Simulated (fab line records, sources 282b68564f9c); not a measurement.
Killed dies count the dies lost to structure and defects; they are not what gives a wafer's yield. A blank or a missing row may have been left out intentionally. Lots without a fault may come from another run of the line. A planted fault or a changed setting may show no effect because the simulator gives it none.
fab line records	flow ritCmos
[record] lots = 14	wafers = 42	lastDay = 7
route steps=202 shown NWELL@36 PRETRO@70 NSD@137 CONTACT@177 M1@202
lots that met no fault: taken from a fault-free run of the same line
startH: the number of hours between the record's first day and the start of the first shown wafer of the lot	waitH: hours elapsed since this lot's preceding step	" the same as in the row above	L1.1+2: a row that stands for several wafers	- no value present, or no start provided	* or withheld: withheld	< > ~ a bound
route shown NAME@n: NAME is a module with steps in the file, n the number in the route of the first one	usual: mean/standard deviation of fault-free wafers	same: alike in all rows	chamber/n: place in a boat	sites: the reading at each site	_std_site: how widely they spread, as a standard deviation	_edge_site: inner sites' mean taken away from outer sites' mean	radiusMm: for every site, how far away it sits from the centre of the wafer	mask NAME#n: copy n	behind: the last tool/chamber to shape the wafer	hold: reason for holding the lot/hours on hold/outcome of the hold	device: the transistor (n, p or np) that didn't switch	end of line: the route-end tests of the same wafers	a step given without rows: its recipe and nothing more	killed: dies lost to structure and defects at the first sort, not the wafer's yield	map: dies across one wafer; x = killed, . = not, _ = none there
set.NAME: the run value of the setting; set.NAME@STEP: its run value at that earlier step	model.NAME: the simulator's own value behind a step, which no gauge read
the route's steps for a sample of lots (tables are steps, rows are wafers)
services: when a tool's chamber went out of use (startH, in hours from the record's first day, below 0 if earlier), for how many hours, and the reason
[[steps]]
[step RIT_NWELL_IMPLANT_08]
[recipe] species = P	energyKev = 170	doseCm2 = 5e+13	tiltDeg = 7.32
[usual] beamOnS = 10.03/0.2	doseIonsCm2 = 5e+13/5.1e+10	faradayCurrentUA = 158/3.1
lot.wafer	tool	chamber	startH	waitH	beamOnS	doseIonsCm2	faradayCurrentUA
L865.2	implanter-04	0	24.60	0.2	9.83	4.992e+13	162
L865.5	"	0	"	"	10.41	4.995e+13	152
L865.6	"	0	"	"	9.91	4.998e+13	160
L866.1	implanter-04	0	32.97	0.2	9.87	5.002e+13	160
L866.2	"	0	"	"	10.03	5.009e+13	158
L866.4	"	0	"	"	9.69	5.003e+13	164
L867.1	implanter-01	0	34.67	0.2	10.10	4.998e+13	157
L867.2	"	0	"	"	9.95	4.991e+13	160
L867.3	"	0	"	"	9.83	5.007e+13	161
L868.2	implanter-04	0	39.85	0.2	10.26	5.002e+13	154
L868.3	"	0	"	"	9.97	5.003e+13	159
L868.5	"	0	"	"	10.01	4.999e+13	158
L869.1	implanter-04	0	46.34	0.2	10.07	5e+13	157
L869.2	"	0	"	"	9.89	4.996e+13	160
L869.5	"	0	"	"	10.03	4.996e+13	158
L875.3	implanter-01	0	73.53	0.2	10.22	5.008e+13	156
L875.4	"	0	"	"	10.02	5.007e+13	159
L875.5	"	0	"	"	9.82	4.998e+13	162
L876.1	implanter-04	0	79.77	0.2	10.12	6.5e+13	203
L876.2	"	0	"	"	9.97	6.504e+13	207
L876.5	"	0	"	"	10.48	6.5e+13	197
L877.1	implanter-04	0	86.48	0.2	10.11	6.507e+13	203
L877.2	"	0	"	"	10.06	6.501e+13	205
L877.6	"	0	"	"	9.80	6.498e+13	211
L879.1	implanter-01	0	96.71	0.2	10.17	4.993e+13	156
L879.2	"	0	"	"	9.90	4.993e+13	160
L879.6	"	0	"	"	10.10	4.995e+13	158
L880.1	implanter-02	0	101.85	0.2	10.27	5.014e+13	154
L880.3	"	0	"	"	10.13	5.008e+13	157
L880.4	"	0	"	"	9.85	5.001e+13	160
L883.3	implanter-01	0	119.13	0.2	10.11	5.003e+13	156
L883.4	"	0	"	"	10.12	5.007e+13	157
L883.5	"	0	"	"	9.84	5.004e+13	162
L884.1	implanter-01	0	122.92	0.2	10.05	5.004e+13	158
L884.3	"	0	"	"	9.82	5.004e+13	162
L884.5	"	0	"	"	9.84	4.999e+13	161
L887.1	implanter-02	0	136.80	0.2	10.24	4.995e+13	155
L887.3	"	0	"	"	9.92	5.007e+13	160
L887.4	"	0	"	"	10.09	5.006e+13	157
L888.1	implanter-01	0	140.53	0.2	9.93	5e+13	159
L888.2	"	0	"	"	9.87	5e+13	160
L888.5	"	0	"	"	9.97	4.999e+13	160
[step RIT_NWELL_TW_MEAS_10]
[usual] NWELL_TW = 2141/18
lot.wafer	tool	chamber	startH	waitH	hold	NWELL_TW
L865.2	filmMetro-02	-	24.91	0.1	-	2147
L865.5	"	-	"	"	-	2146
L865.6	"	-	"	"	-	2146
L866.1	filmMetro-02	-	33.29	0.1	-	2163
L866.2	"	-	"	"	-	2148
L866.4	"	-	"	"	-	2156
L867.1	filmMetro-04	-	34.99	0.1	-	2142
L867.2	"	-	"	"	-	2132
L867.3	"	-	"	"	-	2147
L868.2	filmMetro-04	-	40.16	0.1	-	2131
L868.3	"	-	"	"	-	2132
L868.5	"	-	"	"	-	2136
L869.1	filmMetro-04	-	46.66	0.1	-	2144
L869.2	"	-	"	"	-	2139
L869.5	"	-	"	"	-	2133
L875.3	filmMetro-02	-	73.82	0.1	-	2163
L875.4	"	-	"	"	-	2171
L875.5	"	-	"	"	-	2154
L876.1	filmMetro-02	-	80.09	0.1	awaitDispo/0.2h/release	2358
L876.2	"	-	"	"	awaitDispo/0.2h/release	2339
L876.5	"	-	"	"	awaitDispo/0.2h/release	2344
L876.1	filmMetro-02	-	80.32	0.2	-	2354
L876.2	"	-	"	"	-	2341
L876.5	"	-	"	"	-	2344
L877.1	filmMetro-01	-	86.80	0.1	awaitDispo/0.2h/release	2303
L877.2	"	-	"	"	awaitDispo/0.2h/release	2313
L877.6	"	-	"	"	awaitDispo/0.2h/release	2316
L877.1	filmMetro-01	-	87.03	0.2	-	2311
L877.2	"	-	"	"	-	2307
L877.6	"	-	"	"	-	2307
L879.1	filmMetro-01	-	97.04	0.1	-	2116
L879.2	"	-	"	"	-	2107
L879.6	"	-	"	"	-	2118
L880.1	filmMetro-04	-	102.17	0.1	-	2141
L880.3	"	-	"	"	-	2137
L880.4	"	-	"	"	-	2142
L883.3	filmMetro-01	-	119.43	0.1	-	2117
L883.4	"	-	"	"	-	2117
L883.5	"	-	"	"	-	2121
L884.1	filmMetro-02	-	123.24	0.1	-	2134
L884.3	"	-	"	"	-	2150
L884.5	"	-	"	"	-	2145
L887.1	filmMetro-01	-	137.12	0.1	-	2148
L887.3	"	-	"	"	-	2127
L887.4	"	-	"	"	-	2132
L888.1	filmMetro-04	-	140.85	0.1	-	2148
L888.2	"	-	"	"	-	2140
L888.5	"	-	"	"	-	2146
[step RIT_WELLDRIVE_RS_MEAS_01]
[recipe] thkMeasGauge = four-point-probe
[usual] NWELL_RS = 275.7/0.8
lot.wafer	tool	chamber	startH	waitH	hold	NWELL_RS[ohm/sq]
L865.2	filmMetro-04	-	32.70	0.0	-	276.7
L865.5	"	-	"	"	-	276.3
L865.6	"	-	"	"	-	275.7
L866.1	filmMetro-04	-	42.68	0.0	-	275.4
L866.2	"	-	"	"	-	275.6
L866.4	"	-	"	"	-	276.0
L867.1	filmMetro-02	-	42.68	0.0	-	276.7
L867.2	"	-	"	"	-	276.9
L867.3	"	-	"	"	-	276.5
L868.2	filmMetro-02	-	48.42	0.0	-	275.9
L868.3	"	-	"	"	-	274.5
L868.5	"	-	"	"	-	275.4
L869.1	filmMetro-04	-	53.74	0.0	-	274.7
L869.2	"	-	"	"	-	275.7
L869.5	"	-	"	"	-	275.1
L875.3	filmMetro-01	-	82.91	0.0	-	275.1
L875.4	"	-	"	"	-	274.9
L875.5	"	-	"	"	-	275.2
L876.1	filmMetro-04	-	91.82	0.0	awaitDispo/0.2h/release	235.3
L876.2	"	-	"	"	awaitDispo/0.2h/release	234.9
L876.5	"	-	"	"	awaitDispo/0.2h/release	235.5
L876.1	filmMetro-04	-	92.10	0.3	-	235.7
L876.2	"	-	"	"	-	235.6
L876.5	"	-	"	"	-	236.0
L877.1	filmMetro-02	-	98.56	0.0	awaitDispo/0.2h/release	236.5
L877.2	"	-	"	"	awaitDispo/0.2h/release	236.1
L877.6	"	-	"	"	awaitDispo/0.2h/release	236.0
L877.1	filmMetro-02	-	98.89	0.3	-	236.2
L877.2	"	-	"	"	-	235.9
L877.6	"	-	"	"	-	236.3
L879.1	filmMetro-01	-	103.92	0.0	-	274.8
L879.2	"	-	"	"	-	275.9
L879.6	"	-	"	"	-	275.8
L880.1	filmMetro-01	-	111.09	0.0	-	274.7
L880.3	"	-	"	"	-	275.5
L880.4	"	-	"	"	-	274.9
L883.3	filmMetro-04	-	128.11	0.0	-	275.5
L883.4	"	-	"	"	-	276.1
L883.5	"	-	"	"	-	275.5
L884.1	filmMetro-01	-	131.25	0.0	-	276.9
L884.3	"	-	"	"	-	275.9
L884.5	"	-	"	"	-	276.8
L887.1	filmMetro-01	-	145.11	0.0	-	274.7
L887.3	"	-	"	"	-	275.8
L887.4	"	-	"	"	-	274.2
L888.1	filmMetro-02	-	149.00	0.0	-	275.4
L888.2	"	-	"	"	-	275.9
L888.5	"	-	"	"	-	275.3
[step RIT_PRETRO_OVL_MEAS_06]
[usual] PRETRO_OVL = 0.4/1.4
lot.wafer	tool	chamber	startH	waitH	PRETRO_OVL[nm]
L865.2	overlay-02	-	35.48	-	1.4
L865.5	"	-	"	"	2.6
L865.6	"	-	"	"	3.9
L866.1	overlay-01	-	45.49	-	-1.0
L866.2	"	-	"	"	1.0
L866.4	"	-	"	"	-0.7
L867.1	overlay-01	-	45.73	-	1.1
L867.2	"	-	"	"	-1.3
L867.3	"	-	"	"	-2.9
L868.2	overlay-02	-	51.50	-	1.9
L868.3	"	-	"	"	0.6
L868.5	"	-	"	"	1.5
L869.1	overlay-02	-	56.53	-	0.3
L869.2	"	-	"	"	0.1
L869.5	"	-	"	"	0.8
L875.3	overlay-02	-	85.83	-	3.1
L875.4	"	-	"	"	2.7
L875.5	"	-	"	"	2.9
L879.1	overlay-01	-	106.71	-	-2.4
L879.2	"	-	"	"	-1.4
L879.6	"	-	"	"	-1.2
L880.1	overlay-01	-	113.88	-	0.2
L880.3	"	-	"	"	-0.3
L880.4	"	-	"	"	-1.0
L883.3	overlay-01	-	130.91	-	-2.5
L883.4	"	-	"	"	-2.5
L883.5	"	-	"	"	-0.8
L884.1	overlay-02	-	134.22	-	-0.1
L884.3	"	-	"	"	-1.6
L884.5	"	-	"	"	-0.6
L887.1	overlay-02	-	148.29	-	0.4
L887.3	"	-	"	"	1.8
L887.4	"	-	"	"	1.3
L888.1	overlay-02	-	151.79	-	2.3
L888.2	"	-	"	"	1.1
L888.5	"	-	"	"	1.8
[step RIT_NSD_OVL_MEAS_06]
[usual] NSD_OVL = 0.8/1.5
lot.wafer	tool	chamber	startH	waitH	NSD_OVL[nm]
L865.2	overlay-01	-	57.37	-	-0.4
L865.5	"	-	"	"	-1.2
L865.6	"	-	"	"	-1.3
L866.1	overlay-01	-	62.34	-	-2.3
L866.2	"	-	"	"	-2.6
L866.4	"	-	"	"	-3.2
L867.1	overlay-02	-	62.64	-	0.8
L867.2	"	-	"	"	-1.0
L867.3	"	-	"	"	1.5
L868.2	overlay-02	-	70.58	-	0.1
L868.3	"	-	"	"	1.3
L868.5	"	-	"	"	2.7
L869.1	overlay-01	-	73.91	-	-0.4
L869.2	"	-	"	"	-0.1
L869.5	"	-	"	"	1.7
L875.3	overlay-02	-	110.05	-	2.4
L875.4	"	-	"	"	1.6
L875.5	"	-	"	"	1.5
L879.1	overlay-02	-	130.45	-	3.1
L879.2	"	-	"	"	2.1
L879.6	"	-	"	"	1.5
L880.1	overlay-01	-	133.19	-	1.3
L880.3	"	-	"	"	1.1
L880.4	"	-	"	"	2.4
L883.3	overlay-02	-	148.20	-	3.3
L883.4	"	-	"	"	1.2
L883.5	"	-	"	"	2.3
L884.1	overlay-01	-	153.05	-	0.5
L884.3	"	-	"	"	-0.6
L884.5	"	-	"	"	0.2
L887.1	overlay-01	-	165.47	-	3.0
L887.3	"	-	"	"	2.5
L887.4	"	-	"	"	2.8
L888.1	overlay-01	-	168.38	-	2.2
L888.2	"	-	"	"	2.3
L888.5	"	-	"	"	3.5
[step RIT_CONTACT_OVL_MEAS_09]
[usual] CONTACT_OVL = -0.1/1.2
lot.wafer	tool	chamber	startH	waitH	CONTACT_OVL[nm]
L865.2	overlay-01	-	62.13	0.1	-1.6
L865.5	"	-	"	"	0.5
L865.6	"	-	"	"	-1.9
L866.1	overlay-02	-	67.58	0.1	-1.7
L866.2	"	-	"	"	0.6
L866.4	"	-	"	"	-0.1
L867.1	overlay-01	-	67.70	0.1	1.6
L867.2	"	-	"	"	2.3
L867.3	"	-	"	"	0.9
L868.2	overlay-02	-	75.43	0.1	-0.2
L868.3	"	-	"	"	0.8
L868.5	"	-	"	"	1.4
L869.1	overlay-02	-	78.73	0.1	-3.3
L869.2	"	-	"	"	-0.9
L869.5	"	-	"	"	-1.0
L875.3	overlay-02	-	114.94	0.1	-1.1
L875.4	"	-	"	"	-1.9
L875.5	"	-	"	"	-0.9
L879.1	overlay-01	-	135.33	0.1	-0.2
L879.2	"	-	"	"	2.0
L879.6	"	-	"	"	1.4
L880.1	overlay-02	-	138.21	0.1	0.3
L880.3	"	-	"	"	1.8
L880.4	"	-	"	"	0.0
L883.3	overlay-02	-	153.69	0.1	0.1
L883.4	"	-	"	"	0.5
L883.5	"	-	"	"	0.7
L884.1	overlay-02	-	158.35	0.1	2.6
L884.3	"	-	"	"	0.4
L884.5	"	-	"	"	-0.2
L887.1	overlay-02	-	170.63	0.1	-1.0
L887.3	"	-	"	"	0.7
L887.4	"	-	"	"	-1.3
L888.1	overlay-02	-	173.19	0.1	1.4
L888.2	"	-	"	"	-0.3
L888.5	"	-	"	"	0.6
[step RIT_M1_PROBE_99]
[usual] defectLimitedYield = 97.3/1.2	killed_at_M0_to_M3 = 0.0/0.12	killedAtContacts = 0.1/0.25	killedAtFrontEnd = 7/3.2	killedDies = 7/3.2	killedOpen = 3.5/2.2	killedShort = 3.6/2.1	sort_bin_3_pad_short = 0.1/0.22	sort_bin_5_function = 1.5/0.87	sort_bin_6_memory = 1.1/0.65	sortNPass = 257/3.2	sortYieldPct = 97.3/1.2
[same] grossDies = 264	killed_at_M4_up = 0	killedAtBackSide = 0	killedAtOther = 0
lot.wafer	tool	chamber	startH	waitH	defectLimitedYield[%]	killed_at_M0_to_M3	killedAtContacts	killedAtFrontEnd	killedDies	killedOpen	killedShort	sort_bin_3_pad_short[%]	sort_bin_5_function[%]	sort_bin_6_memory[%]	sortNPass	sortYieldPct[%]
L879.1	prober-02	-	141.76	0.1	96.2	0	0	10	10	7	3	0	1.9	1.9	254	96.2
L879.2	prober-02	-	141.81	0.1	97.7	0	1	5	6	4	2	0	1.1	1.1	258	97.7
L879.6	prober-02	-	142.01	0.2	97.3	0	0	7	7	5	2	0	2.7	0	257	97.3
L883.3	prober-02	-	160.01	0.2	98.9	0	0	3	3	2	1	0	1.1	0	261	98.9
L883.4	prober-02	-	160.06	0.2	96.6	0	0	9	9	5	4	0	2.3	1.1	255	96.6
L883.5	prober-02	-	160.11	0.2	96.2	0	0	10	10	4	6	0	2.3	1.5	254	96.2
L887.1	prober-02	-	175.85	0.1	97.3	0	0	7	7	4	3	0.4	1.1	1.1	257	97.3
L887.3	prober-02	-	175.95	0.2	98.1	0	0	5	5	3	2	0	1.5	0.4	259	98.1
L887.4	prober-02	-	176.00	0.2	96.2	0	0	10	10	6	4	0.4	2.3	1.1	254	96.2
// killed by level:class
L879.1 SILICIDE:geometricParticle:open=3 FOX2:geometricParticle:open=2 GATE:geometricParticle:open=2 FOX1:geometricParticle:short=1 FOX2:geometricParticle:short=1 GATE:geometricParticle:short=1
L879.2 GATE:geometricParticle:short=1 GATE:geometricParticle:open=1 REOX:geometricParticle:open=1 SPACER:geometricParticle:open=1 SILICIDE:geometricParticle:short=1 CONTACT:geometricParticle:open=1
L879.6 SILICIDE:geometricParticle:open=2 FOX1:geometricParticle:open=1 FOX1:geometricParticle:short=1 FOX2:geometricParticle:open=1 GATE:geometricParticle:short=1 SPACER:geometricParticle:open=1
L883.3 FOX1:geometricParticle:open=1 GATE:geometricParticle:open=1 GATE:geometricParticle:short=1
L883.4 GATE:geometricParticle:open=2 GATE:geometricParticle:short=2 FOX1:geometricParticle:short=1 FOX1:geometricParticle:open=1 FOX2:geometricParticle:short=1 REOX:geometricParticle:open=1 SPACER:geometricParticle:open=1
L883.5 GATE:geometricParticle:short=4 GATE:geometricParticle:open=2 FOX1:geometricParticle:short=1 FOX1:geometricParticle:open=1 REOX:geometricParticle:open=1 SPACER:geometricParticle:short=1
L887.1 GATE:geometricParticle:short=2 SPACER:geometricParticle:open=2 GATE:geometricParticle:open=1 REOX:geometricParticle:short=1 SILICIDE:geometricParticle:open=1
L887.3 GATE:geometricParticle:open=2 FOX1:geometricParticle:short=1 FOX1:geometricParticle:open=1 GATE:geometricParticle:short=1
L887.4 GATE:geometricParticle:open=3 FOX1:geometricParticle:open=2 GATE:geometricParticle:short=2 REOX:geometricParticle:open=1 REOX:geometricParticle:short=1 SILICIDE:geometricParticle:short=1
[[services]]
tool	chamber	startH	hours	kind
implanter-01	-	66.67	3.3	pm
implanter-04	-	69.98	3.8	pm
implanter-01	-	92.11	1.5	repair
implanter-01	-	98.33	10.6	repair
implanter-01	-	124.51	4.6	pm
[[key]]
[firstSign] step = RIT_NWELL_IMPLANT_08	reading = doseIonsCm2	direction = up	sigmas = 99+	usual = 5e+13	struck = 6.502e+13
[effect] step = RIT_NWELL_IMPLANT_08	reading = faradayCurrentUA	direction = up	sigmas = 15	usual = 158	struck = 204
[effect] step = RIT_NWELL_TW_MEAS_10	reading = visit	direction = added
[effect] step = RIT_NWELL_TW_MEAS_10	reading = NWELL_TW	direction = up	sigmas = 11	usual = 2141	struck = 2329
[effect] step = RIT_WELLDRIVE_RS_MEAS_01	reading = visit	direction = added
[effect] step = RIT_WELLDRIVE_RS_MEAS_01	reading = NWELL_RS	direction = down	sigmas = 50	usual = 275.7	struck = 235.7
metAt RIT_NWELL_IMPLANT_08
struckLots L876,L877
scrappedBehind RIT_WELLDRIVE_RS_MEAS_01 L876.1,L876.2,L876.5,L877.1,L877.2,L877.6
notActingAt RIT_PRETRO_OVL_MEAS_06,RIT_NSD_OVL_MEAS_06,RIT_CONTACT_OVL_MEAS_09
onsetBetween 46.34 79.77
[fault] kind = processParameterDrift	tool = implanter-04	chamber = -	onsetH = 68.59	steps = RIT_NWELL_IMPLANT_08	channel = doseCm2	offset = 1.5e+13	shape = step	endH = 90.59	actsIn = theseRecipesOnly	stated = 5e+13
